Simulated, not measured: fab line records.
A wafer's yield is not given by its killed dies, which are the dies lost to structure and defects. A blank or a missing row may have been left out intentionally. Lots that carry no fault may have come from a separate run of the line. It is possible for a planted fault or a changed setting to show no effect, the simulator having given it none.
Lot-split experiment :: flow berkeleyCmos170 :: 23 wafers read across 5 lots, on a route 331 steps long

THE SPLIT
At UCB170_PWELL_ETCH_14 (etches Si3N4 in CH3F/Ar/O2, stops on SiO2, target depth 242 nm, time 151 s), the setting rfW was moved away from the recipe's 450 W on 8 of the 23 wafers read, by -3.4% to +10.0%. The other wafers ran this setting at the recipe's value.

The split's own step is where the reading is taken.

THE READING
SiO2_of_PWELL_OXIDATION_02.thkNm (the simulator's own value, which no gauge read), in nm, at UCB170_PWELL_ETCH_14 (etches Si3N4 in CH3F/Ar/O2, stops on SiO2, target depth 242 nm, time 151 s). No usual value for it is given in the file. Average 22.27 nm, standard deviation 0.51 nm, over the 15 wafers here run with the recipe.

wafer: L077.1
tool, chamber at the split: rieDiel-02, 1
rfW as run, W: 450
against the recipe: recipe
SiO2_of_PWELL_OXIDATION_02.thkNm, nm: 23.14
against lot-mates on the recipe: -

wafer: L077.4
tool, chamber at the split: rieDiel-02, 0
rfW as run, W: 450
against the recipe: recipe
SiO2_of_PWELL_OXIDATION_02.thkNm, nm: 23.06
against lot-mates on the recipe: -

wafer: L077.5
tool, chamber at the split: rieDiel-02, 2
rfW as run, W: 450
against the recipe: recipe
SiO2_of_PWELL_OXIDATION_02.thkNm, nm: 22.9
against lot-mates on the recipe: -

wafer: L079.2
tool, chamber at the split: rieDiel-02, 0
rfW as run, W: 494.9
against the recipe: +10.0%
SiO2_of_PWELL_OXIDATION_02.thkNm, nm: 21.04
against lot-mates on the recipe: -1.62

wafer: L079.3
tool, chamber at the split: rieDiel-02, 3
rfW as run, W: 494.9
against the recipe: +10.0%
SiO2_of_PWELL_OXIDATION_02.thkNm, nm: 20.35
against lot-mates on the recipe: -2.30

wafer: L079.4
tool, chamber at the split: rieDiel-02, 2
rfW as run, W: 450
against the recipe: recipe
SiO2_of_PWELL_OXIDATION_02.thkNm, nm: 22.38
against lot-mates on the recipe: -

wafer: L079.5
tool, chamber at the split: rieDiel-02, 1
rfW as run, W: 494.9
against the recipe: +10.0%
SiO2_of_PWELL_OXIDATION_02.thkNm, nm: 20.76
against lot-mates on the recipe: -1.89

wafer: L079.6
tool, chamber at the split: rieDiel-02, 2
rfW as run, W: 450
against the recipe: recipe
SiO2_of_PWELL_OXIDATION_02.thkNm, nm: 22.93
against lot-mates on the recipe: -

wafer: L081.1
tool, chamber at the split: rieDiel-02, 2
rfW as run, W: 450
against the recipe: recipe
SiO2_of_PWELL_OXIDATION_02.thkNm, nm: 21.91
against lot-mates on the recipe: -

wafer: L081.2
tool, chamber at the split: rieDiel-02, 0
rfW as run, W: 450
against the recipe: recipe
SiO2_of_PWELL_OXIDATION_02.thkNm, nm: 22.1
against lot-mates on the recipe: -

wafer: L081.4
tool, chamber at the split: rieDiel-02, 3
rfW as run, W: 450
against the recipe: recipe
SiO2_of_PWELL_OXIDATION_02.thkNm, nm: 22.25
against lot-mates on the recipe: -

wafer: L081.5
tool, chamber at the split: rieDiel-02, 3
rfW as run, W: 450
against the recipe: recipe
SiO2_of_PWELL_OXIDATION_02.thkNm, nm: 22.14
against lot-mates on the recipe: -

wafer: L081.6
tool, chamber at the split: rieDiel-02, 0
rfW as run, W: 450
against the recipe: recipe
SiO2_of_PWELL_OXIDATION_02.thkNm, nm: 21.75
against lot-mates on the recipe: -

wafer: L084.1
tool, chamber at the split: rieDiel-01, 2
rfW as run, W: 450
against the recipe: recipe
SiO2_of_PWELL_OXIDATION_02.thkNm, nm: 21.65
against lot-mates on the recipe: -

wafer: L084.2
tool, chamber at the split: rieDiel-01, 3
rfW as run, W: 450
against the recipe: recipe
SiO2_of_PWELL_OXIDATION_02.thkNm, nm: 22.44
against lot-mates on the recipe: -

wafer: L084.3
tool, chamber at the split: rieDiel-01, 0
rfW as run, W: 434.7
against the recipe: -3.4%
SiO2_of_PWELL_OXIDATION_02.thkNm, nm: 22.77
against lot-mates on the recipe: +0.70

wafer: L084.5
tool, chamber at the split: rieDiel-01, 2
rfW as run, W: 434.7
against the recipe: -3.4%
SiO2_of_PWELL_OXIDATION_02.thkNm, nm: 22.65
against lot-mates on the recipe: +0.58

wafer: L084.6
tool, chamber at the split: rieDiel-01, 0
rfW as run, W: 450
against the recipe: recipe
SiO2_of_PWELL_OXIDATION_02.thkNm, nm: 22.11
against lot-mates on the recipe: -

wafer: L085.1
tool, chamber at the split: rieDiel-01, 2
rfW as run, W: 471
against the recipe: +4.7%
SiO2_of_PWELL_OXIDATION_02.thkNm, nm: 20.43
against lot-mates on the recipe: -1.20

wafer: L085.3
tool, chamber at the split: rieDiel-01, 3
rfW as run, W: 471
against the recipe: +4.7%
SiO2_of_PWELL_OXIDATION_02.thkNm, nm: 21.7
against lot-mates on the recipe: +0.07

wafer: L085.4
tool, chamber at the split: rieDiel-01, 1
rfW as run, W: 471
against the recipe: +4.7%
SiO2_of_PWELL_OXIDATION_02.thkNm, nm: 21.15
against lot-mates on the recipe: -0.48

wafer: L085.5
tool, chamber at the split: rieDiel-01, 2
rfW as run, W: 450
against the recipe: recipe
SiO2_of_PWELL_OXIDATION_02.thkNm, nm: 21.47
against lot-mates on the recipe: -

wafer: L085.6
tool, chamber at the split: rieDiel-01, 3
rfW as run, W: 450
against the recipe: recipe
SiO2_of_PWELL_OXIDATION_02.thkNm, nm: 21.8
against lot-mates on the recipe: -

FIT RESULTS
A straight line over all 23 wafers: SiO2_of_PWELL_OXIDATION_02.thkNm changes by -0.165 nm for each +1% of rfW; r = -0.79; the points scatter about the line by 0.51 nm.
The same after taking each lot's own level away (the mean of its wafers on the recipe; 23 wafers): -0.184 nm for each +1%; r = -0.92; scatter 0.31 nm.
That fit puts the effect of the largest move of rfW on the reading at 1.8 nm.
Across the lots, their own levels run from 21.635 to 23.033 nm, a range of 2.7 times the standard deviation given above.
So the lot-to-lot level blurs the effect unless lot-mates are compared.
Check: -1.87 nm against its lot-mates is what the line predicts for one of the wafers moved furthest among these (+10.0%) when that wafer is left out of the fit. Against them it came out at -1.62 nm.

OTHER SPLITS ON THESE WAFERS
Other splits were also applied to these wafers ahead of the reading. Each is held against what the fit with the lots' levels taken away leaves over:
other split on the same wafers: UCB170_START_OXIDATION_02 oxTimeS
wafers away from the commonest value: 10
r with SiO2_of_PWELL_OXIDATION_02.thkNm (lot level and that fit taken away): -0.28

THE FILE'S OWN FIT
SiO2_of_PWELL_OXIDATION_02.thkNm changes by -0.181 nm for each +1% of rfW, r = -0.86.
